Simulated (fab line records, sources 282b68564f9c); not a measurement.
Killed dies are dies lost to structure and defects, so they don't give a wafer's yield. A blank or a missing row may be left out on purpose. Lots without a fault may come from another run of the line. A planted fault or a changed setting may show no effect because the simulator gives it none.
fab line records | flow rit_cmos
record lots=15 wafers=45 last_day=7
route steps=202 shown CONTACT@180 M1@202
lots that met no fault: from a run of the same line without faults
start_h: hours from the record's first day to the start of the lot's first wafer shown | wait_h: hours since the lot's step before | " the same as in the row above | L1.1+2: a row that stands for several wafers | - no value, or no start given | * or withheld: withheld | < > ~ a bound
route shown NAME@n: a module of which the file shows steps, and the number in the route of the first | usual: mean/standard deviation of fault-free wafers | same: alike in all rows | chamber/n: place in a boat | sites: the reading at each site | _std_site: their standard deviation | _edge_site: outer sites' mean less inner sites' | radius_mm: how far each site lies from the wafer's centre | mask NAME#n: copy n | behind: the tool/chamber that last shaped the wafer | hold: why the lot was held/for how many hours/how that ended | device: the transistor (n, p or np) that didn't switch | end of line: the same wafers' tests at the end of the route | a step without rows: its recipe alone | killed: dies lost to structure and defects at the first sort, not the wafer's yield | map: a wafer's dies, x killed, . not, _ none there
set.NAME: the setting as run; set.NAME@STEP: as run at that earlier step | model.NAME: the simulator's own value behind a step, which no gauge read
steps of the route over a sample of lots; a table a step, a row a wafer
services: from which hour (start_h, from the record's first day; less than 0 if before it) a tool's chamber was out of use, for how many hours, and why
## steps
# step RIT_CONTACT_STRIP_12
# recipe chemistry=O2 time_s=180 resist=NOVOLAK platen_temp_c=withheld power_w=500 pressure_mtorr=4000 o2_flow_sccm=4000
# usual drypump_motor_current_A=5.5/0.33 run_length_s=208.6/0.47
# columns lot.wafer tool chamber start_h wait_h drypump_motor_current_A rf_hours_counter_h run_length_s
L449.1 plasma_asher-04 0 52.77 0.1 5.6 24 208.5
L449.4 " 0 " " 5.6 - 208.6
L449.5 " 1 " " 5.4 - 207.7
L450.2 plasma_asher-01 0 59.40 0.1 5.9 45 209.3
L450.3 " 0 " " 5.9 - 209.0
L450.6 " 0 " " 5.9 - 209.1
L452.2 plasma_asher-03 1 71.57 0.1 5.6 32 208.7
L452.5 " 0 " " 5.7 - 208.2
L452.6 " 1 " " 5.6 - 209.4
L453.1 plasma_asher-03 1 73.50 0.1 5.6 33 209.4
L453.2 " 0 " " 5.7 33 208.7
L453.5 " 1 " " 5.6 - 208.9
L454.3 plasma_asher-01 1 76.89 0.2 4.9 - 208.5
L454.5 " 0 " " 5.9 - 209.6
L454.6 " 1 " " 4.9 - 208.3
L455.2 plasma_asher-04 0 85.82 0.1 5.6 26 208.8
L455.3 " 0 " " 5.6 - 208.8
L455.5 " 1 " " 5.4 - 208.3
L458.1 plasma_asher-01 1 99.95 0.1 4.9 50 208.1
L458.3 " 1 " " 4.9 - 208.7
L458.4 " 0 " " 5.9 - 208.9
L460.1 plasma_asher-01 1 117.45 0.1 4.9 52 208.7
L460.5 " 0 " " 5.9 - 201.6
L460.6 " 1 " " 4.9 - 208.9
L461.1 plasma_asher-01 0 120.45 0.1 5.9 52 200.8
L461.3 " 1 " " 4.9 - 208.6
L461.4 " 0 " " 5.9 - 201.1
L462.2 plasma_asher-01 0 121.47 0.1 5.9 52 201.0
L462.4 " 1 " " 4.9 - 208.1
L462.5 " 1 " " 4.9 - 208.4
L463.4 plasma_asher-04 0 125.96 0.2 5.6 - 208.7
L463.5 " 0 " " 5.6 - 208.6
L463.6 " 1 " " 5.4 - 207.5
L468.1 plasma_asher-03 0 152.29 0.1 5.7 42 208.4
L468.3 " 1 " " 5.6 - 209.5
L468.6 " 0 " " 5.7 - 208.1
L469.1 plasma_asher-04 0 154.23 0.1 5.6 33 208.6
L469.2 " 1 " " 5.4 33 207.6
L469.6 " 1 " " 5.4 - 207.9
L471.1 plasma_asher-03 0 162.74 0.1 5.7 43 208.1
L471.4 " 0 " " 5.7 - 208.2
L471.5 " 0 " " 5.7 - 208.4
L472.1 plasma_asher-03 0 167.09 0.1 5.7 44 208.4
L472.2 " 1 " " 5.6 44 208.8
L472.6 " 0 " " 5.7 - 208.2
# step RIT_M1_PROBE_99
# usual killed_at_contacts=0.1/0.29 killed_at_front_end=7/3 killed_dies=7/3 killed_open=3.2/2 killed_short=3.5/2.1
# same gross_dies=264 killed_at_M0_to_M3=0 killed_at_M4_up=0 killed_at_back_side=0 killed_at_other=0
# columns lot.wafer tool chamber start_h wait_h killed_at_contacts killed_at_front_end killed_dies killed_open killed_short
L462.2 prober-01 - 126.18 0.1 0 7 7 2 5
L462.4 prober-01 - 126.28 0.2 0 4 4 2 2
L462.5 prober-01 - 126.33 0.2 0 10 10 6 4
# killed by level:class
L462.2 GATE:geometric_particle:short=3 FOX2:geometric_particle:open=1 REOX:geometric_particle:short=1 SILICIDE:geometric_particle:short=1 SILICIDE:geometric_particle:open=1
L462.4 SPACER:geometric_particle:short=2 FOX1:geometric_particle:open=1 REOX:geometric_particle:open=1
L462.5 GATE:geometric_particle:short=3 GATE:geometric_particle:open=2 ACTIVE:geometric_particle:open=1 FOX2:geometric_particle:open=1 REOX:geometric_particle:open=1 SILICIDE:geometric_particle:short=1 SILICIDE:geometric_particle:open=1
## services
# columns tool chamber start_h hours kind
plasma_asher-01 - 29.62 2.8 pm
plasma_asher-04 - 53.58 5.2 repair
plasma_asher-03 - 56.99 10.5 repair
plasma_asher-04 - 67.21 15.6 pm
plasma_asher-04 - 96.40 2.3 repair
plasma_asher-01 - 129.00 5.6 repair
plasma_asher-01 - 154.90 2.6 repair
## key
first_sign step=RIT_CONTACT_STRIP_12 reading=run_length_s direction=down sigmas=16 usual=* struck=*
effect none on later readings
met_at RIT_CONTACT_STRIP_12
struck_lots L460,L461,L462
struck_wafers L460.5,L461.1,L461.4,L462.2
tester_left_out L460,L461,L462
onset_between 99.95 117.45
fault kind=process_parameter_drift tool=plasma_asher-01 chamber=0 onset_h=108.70 steps=RIT_CONTACT_STRIP_12 channel=time_s offset=* shape=step end_h=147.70 acts_in=* stated=*
# tester_left_out: of these lots the tester's yield and bins aren't shown, on N5 and GAA mostly nor the transistor test; their killed dies are dies lost to structure and defects alone, not to doping, threshold or leakage, so they don't give the yield
